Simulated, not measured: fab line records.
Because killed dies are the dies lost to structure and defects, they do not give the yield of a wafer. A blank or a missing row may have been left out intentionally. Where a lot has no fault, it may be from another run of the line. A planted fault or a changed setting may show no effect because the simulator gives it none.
Which of the tools did it? | flow rit-cmos | 14 lots with 42 wafers sampled at 2 steps, on a route of 202 steps

## WHAT EACH GAUGE READ, for each wafer
No reading from a measuring or inspecting step in the record can be judged against a usual standard deviation.

## WHAT TOOL EACH LOT RAN ON (gives the tool, then ch and the chambers of the sampled wafers, and finally the start)
lot  | RIT_SDANNEAL_CLEAN_00          | RIT_M1_PROBE_99
L958 | wet-bench-01 ch 2, day 3 03:41 | -
L960 | wet-bench-04 ch 2, day 3 15:14 | -
L961 | wet-bench-03 ch 2, day 3 21:21 | -
L962 | wet-bench-03 ch 0, day 4 02:58 | -
L964 | wet-bench-04 ch 1, day 4 12:20 | -
L965 | wet-bench-04 ch 2, day 4 17:22 | -
L966 | wet-bench-04 ch 2, day 4 19:45 | -
L967 | wet-bench-03 ch 1, day 5 00:01 | prober-02, day 5 08:01
L968 | wet-bench-03 ch 1, day 5 08:25 | -
L976 | wet-bench-04 ch 2, day 7 03:28 | -
L977 | wet-bench-01 ch 1, day 7 08:05 | -
L979 | wet-bench-03 ch 0, day 7 16:03 | -
L980 | wet-bench-03 ch 3, day 7 21:37 | prober-02, day 8 05:17
L981 | wet-bench-03 ch 1, day 8 06:01 | -
- RIT_SDANNEAL_CLEAN_00: cleans in SC1, time 600 s.
- RIT_M1_PROBE_99

## WHAT THE TOOLS THEMSELVES READ (means of the sampled wafers that have a number; where no wafer has one, the mark that the record gives instead)
RIT_SDANNEAL_CLEAN_00. Usual: bath-guard-temp-C 75.0 C, standard deviation 0.58; bath-heat-duty-pct 14.9 %, standard deviation 2.
lot  | tool         | bath-guard-temp-C (C) | bath-heat-duty-pct (%) | flag
L958 | wet-bench-01 | 74.9                  | 13.7                   |
L960 | wet-bench-04 | 74.6                  | 17.9                   |
L961 | wet-bench-03 | 75.6                  | 17.3                   |
L962 | wet-bench-03 | 74.7                  | 16.4                   |
L964 | wet-bench-04 | 76.0                  | 14.0                   |
L965 | wet-bench-04 | 74.6                  | 18.2                   |
L966 | wet-bench-04 | -                     | -                      | OFF
L967 | wet-bench-03 | -                     | -                      | OFF
L968 | wet-bench-03 | 75.1                  | 12.6                   |
L976 | wet-bench-04 | 74.4                  | 17.2                   |
L977 | wet-bench-01 | 76.1                  | 14.9                   |
L979 | wet-bench-03 | 74.5                  | 16.3                   |
L980 | wet-bench-03 | 74.6                  | 17.6                   |
L981 | wet-bench-03 | 75.0                  | 13.1                   |

RIT_M1_PROBE_99. Usual: killed-at-contacts 0.1, standard deviation 0.3; killed-at-front-end 7, standard deviation 3.4; killed-dies 7, standard deviation 3.4; killed-open 3.6, standard deviation 2.1; killed-short 3.5, standard deviation 2.1.
lot  | tool      | killed-at-contacts | killed-at-front-end | killed-dies | killed-open | killed-short | flag
L967 | prober-02 | 0.0                | 5                   | 5           | 1.0         | 4.0          |
L980 | prober-02 | 0.3                | 7                   | 8           | 4.3         | 3.3          |

## THE ANSWER, worked out from the rows above alone
Rule: take the mean of a lot's wafers that have a number; if it is more than 3 standard deviations from the usual mean, the lot is off. Also off: a lot with no number at a reading for which 4 or more lots have one. Any other lot the step has rows for is counted as sound. The gauges are gone through in route order, then the tools' own readings, and for those a lot's mean is taken as printed above. The first step at which some lot is off is used, and at that step the reading that is off furthest; a lot without a number counts as furthest.
Off, at RIT_SDANNEAL_CLEAN_00 on bath-guard-temp-C: L966, L967. Without a number there: L966, L967.
If a tool, at that step or one of the process steps before it, ran each lot that is off and ran no sound lot following the first of them, it fits. Of those tried, none fits.

## WHAT HAD BEEN PUT IN BY THE SIMULATOR
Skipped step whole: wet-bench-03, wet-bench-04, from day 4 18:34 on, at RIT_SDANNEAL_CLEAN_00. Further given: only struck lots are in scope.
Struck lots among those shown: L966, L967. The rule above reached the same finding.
